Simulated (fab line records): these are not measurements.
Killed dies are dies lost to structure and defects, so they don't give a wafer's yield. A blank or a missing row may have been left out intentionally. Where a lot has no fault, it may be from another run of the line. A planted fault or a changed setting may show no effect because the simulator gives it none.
Which tool is to blame? -- flow berkeley cmos170 -- Sampling: 13 lots, 39 wafers, 6 of 331 route steps

== WHAT THE GAUGES SHOWED, per wafer ==
UCB170_NVT_TW_MEAS_09. Usual: NVT_TW 524.0, standard deviation 2.2.
lot,measured,on,NVT_TW,flag
L240,day 5 21:21,film metro-02,525.3 526.8 527.3,
L242,day 6 08:18,film metro-02,524.7 524.9 524.5,
L241,day 6 08:40,film metro-02,528.5 525.6 525.3,
L243,day 6 16:47,film metro-04,521.4 523.8 521.6,
L244,day 6 17:01,film metro-02,524.9 525.4 525.9,
L248,day 7 15:28,film metro-04,523.8 523.6 522.1,
L250,day 7 19:41,film metro-04,521.9 524.9 522.3,
L255,day 8 21:44,film metro-04,525.0 525.9 520.8,
L257,day 9 05:50,film metro-02,525.3 523.0 523.4,
L256,day 9 06:07,film metro-01,525.4 525.4 522.8,
L258,day 9 19:31,film metro-04,522.0 522.8 525.0,
L259,day 9 20:04,film metro-02,525.8 525.8 525.0,
L260,day 10 07:30,film metro-04,522.4 518.1 523.5,

UCB170_PVT_TW_MEAS_09. Usual: PVT_TW 504, standard deviation 3.8.
lot,measured,on,PVT_TW,flag
L240,day 5 23:04,film metro-03,497 499 496,
L242,day 6 09:41,film metro-03,501 502 503,
L241,day 6 10:10,film metro-01,505 508 507,
L243,day 6 18:53,film metro-03,501 503 502,
L244,day 6 19:19,film metro-03,499 501 501,
L248,day 7 18:13,film metro-03,500 498 499,
L250,day 7 21:25,film metro-01,509 508 506,
L255,day 9 01:46,film metro-03,500 505 502,
L257,day 9 07:21,film metro-01,509 508 509,
L256,day 9 07:37,film metro-04,511 509 511,
L258,day 9 21:05,film metro-03,501 498 501,
L259,day 9 21:55,film metro-01,508 508 509,
L260,day 10 08:59,film metro-04,505 506 502,

UCB170_NLDD_CD_MEAS_06: target cd 1200 nm. Usual: 1199.5 nm for cd nm, sd 1.6.
lot,measured,on,cd nm (nm),flag
L240,day 6 16:08,cd sem-02,1201.1 1200.5 1201.0,
L242,day 6 23:18,cd sem-02,1200.3 1201.2 1199.0,
L241,day 7 00:10,cd sem-02,1198.1 1197.2 1197.5,
L243,day 7 12:48,cd sem-02,1201.0 1201.9 1200.1,
L244,day 7 13:13,cd sem-01,1201.7 1201.5 1200.0,
L248,day 8 14:14,cd sem-01,- - -,OFF
L250,day 8 15:55,cd sem-02,1199.2 1199.4 1199.3,
L255,day 9 17:32,cd sem-01,1200.9 1201.4 1199.5,
L257,day 9 22:19,cd sem-01,1200.7 1201.2 1199.9,
L256,day 9 22:25,cd sem-02,1197.9 1199.2 1200.0,
L258,day 10 15:00,cd sem-02,1198.0 1197.7 1197.9,
L259,day 10 15:41,cd sem-01,1201.6 1201.9 1202.7,
L260,day 10 23:19,cd sem-02,1199.6 1198.6 1197.5,

UCB170_NLDD_TW_MEAS_11. Usual: NLDD_TW 2200, standard deviation 18.
lot,measured,on,NLDD_TW,flag
L240,day 6 16:40,film metro-02,2214 2227 2226,
L242,day 6 23:51,film metro-02,2222 2215 2213,
L241,day 7 00:43,film metro-01,2213 2220 2211,
L243,day 7 13:22,film metro-03,2183 2183 2187,
L244,day 7 13:50,film metro-03,2182 2177 2192,
L248,day 8 14:47,film metro-01,30 30 30,OFF
L250,day 8 16:41,film metro-03,2193 2174 2188,
L255,day 9 18:04,film metro-02,2219 2219 2199,
L257,day 9 22:53,film metro-01,2212 2208 2210,
L256,day 9 22:59,film metro-02,2226 2205 2224,
L258,day 10 15:33,film metro-03,2169 2171 2185,
L259,day 10 16:13,film metro-03,2185 2186 2175,
L260,day 10 23:52,film metro-01,2199 2213 2192,

== WHICH TOOL RAN EACH LOT (tool, then ch and the chambers of the sampled wafers, then the start) ==
lot,UCB170_NLDD_EXPOSE_03,UCB170_NLDD_STRIP_10
L240,"krf scanner-01 ch 0, day 6 15:40","plasma asher-02 ch 0,1, day 6 16:35"
L242,"krf scanner-02 ch 0, day 6 22:36","plasma asher-04 ch 0,1, day 6 23:45"
L241,"krf scanner-01 ch 0, day 6 23:13","plasma asher-04 ch 0,1, day 7 00:37"
L243,"krf scanner-02 ch 0, day 7 12:15","plasma asher-01 ch 0,1, day 7 13:16"
L244,"krf scanner-02 ch 0, day 7 12:32","plasma asher-01 ch 0,1, day 7 13:41"
L248,"krf scanner-02 ch 0, day 8 13:50","plasma asher-01 ch 1, day 8 14:41"
L250,"krf scanner-02 ch 0, day 8 15:20","plasma asher-01 ch 0,1, day 8 16:35"
L255,"krf scanner-02 ch 0, day 9 16:57","plasma asher-01 ch 0,1, day 9 17:59"
L257,"krf scanner-02 ch 0, day 9 21:31","plasma asher-02 ch 0,1, day 9 22:47"
L256,"krf scanner-02 ch 0, day 9 21:50","plasma asher-01 ch 0,1, day 9 22:53"
L258,"krf scanner-02 ch 0, day 10 14:37","plasma asher-01 ch 0,1, day 10 15:26"
L259,"krf scanner-01 ch 0, day 10 15:17","plasma asher-02 ch 0,1, day 10 16:08"
L260,"krf scanner-01 ch 0, day 10 22:49","plasma asher-01 ch 0,1, day 10 23:45"
- UCB170_NLDD_EXPOSE_03: exposes mask NSELECT, target cd 1200 nm.
- UCB170_NLDD_STRIP_10: strips in O2.

== AS READ BY THE TOOLS THEMSELVES (means over the sampled wafers that have a number; for cases with no such wafer, the mark the record gives instead) ==
UCB170_NLDD_EXPOSE_03. Usual: 29.62 for exposure dose mJ cm2, sd 0.032.
lot,tool,exposure dose mJ cm2,flag
L240,krf scanner-01,29.69,
L242,krf scanner-02,29.61,
L241,krf scanner-01,29.65,
L243,krf scanner-02,29.63,
L244,krf scanner-02,29.62,
L248,krf scanner-02,29.64,
L250,krf scanner-02,29.63,
L255,krf scanner-02,29.65,
L257,krf scanner-02,29.66,
L256,krf scanner-02,29.60,
L258,krf scanner-02,29.62,
L259,krf scanner-01,29.59,
L260,krf scanner-01,29.61,

UCB170_NLDD_STRIP_10. Usual: drypump motor current A 5.6 A, standard deviation 0.54; oes product au 0.735 a.u., standard deviation 0.0049; strip time to endpoint s 21.60 s, standard deviation 0.059.
lot,tool,drypump motor current A (A),oes product au (a.u.),strip time to endpoint s (s),flag
L240,plasma asher-02,5.3,0.736,21.56,
L242,plasma asher-04,6.2,0.740,21.55,
L241,plasma asher-04,6.1,0.732,21.65,
L243,plasma asher-01,5.1,0.736,21.69,
L244,plasma asher-01,5.2,0.736,21.61,
L248,plasma asher-01,4.8,0.737,21.59,
L250,plasma asher-01,5.2,0.732,21.63,
L255,plasma asher-01,5.5,0.735,21.61,
L257,plasma asher-02,5.3,0.734,21.58,
L256,plasma asher-01,5.5,0.733,21.64,
L258,plasma asher-01,5.5,0.736,21.65,
L259,plasma asher-02,5.3,0.738,21.69,
L260,plasma asher-01,5.2,0.736,21.59,

== THE ANSWER, worked out from the rows above alone ==
Rule: lot off if the mean of its wafers having a number is beyond 3 standard deviations from the usual mean. Also off: a lot with no number at a reading for which 4 or more lots have one. Where the step has rows for the other lots, those lots are counted as sound. The gauges are gone through in route order, then the tools' own readings, and for those a lot's mean is taken as printed above. The first step at which some lot is off is used, and at that step the reading that is off furthest; a lot without a number counts as furthest.
Off: L248, at UCB170_NLDD_CD_MEAS_06 (cd nm). Without a number there: L248.
A tool fits if, at a process step before that reading, it ran every lot that is off, and no sound lot after the first of them. Not tried: the gauges at UCB170_NLDD_CD_MEAS_06; whatever is off there is also off at UCB170_NLDD_TW_MEAS_11, on other tools, and gauge error can't account for it. Of those tried, none fits.

== WHAT THE SIMULATOR HAD PUT IN ==
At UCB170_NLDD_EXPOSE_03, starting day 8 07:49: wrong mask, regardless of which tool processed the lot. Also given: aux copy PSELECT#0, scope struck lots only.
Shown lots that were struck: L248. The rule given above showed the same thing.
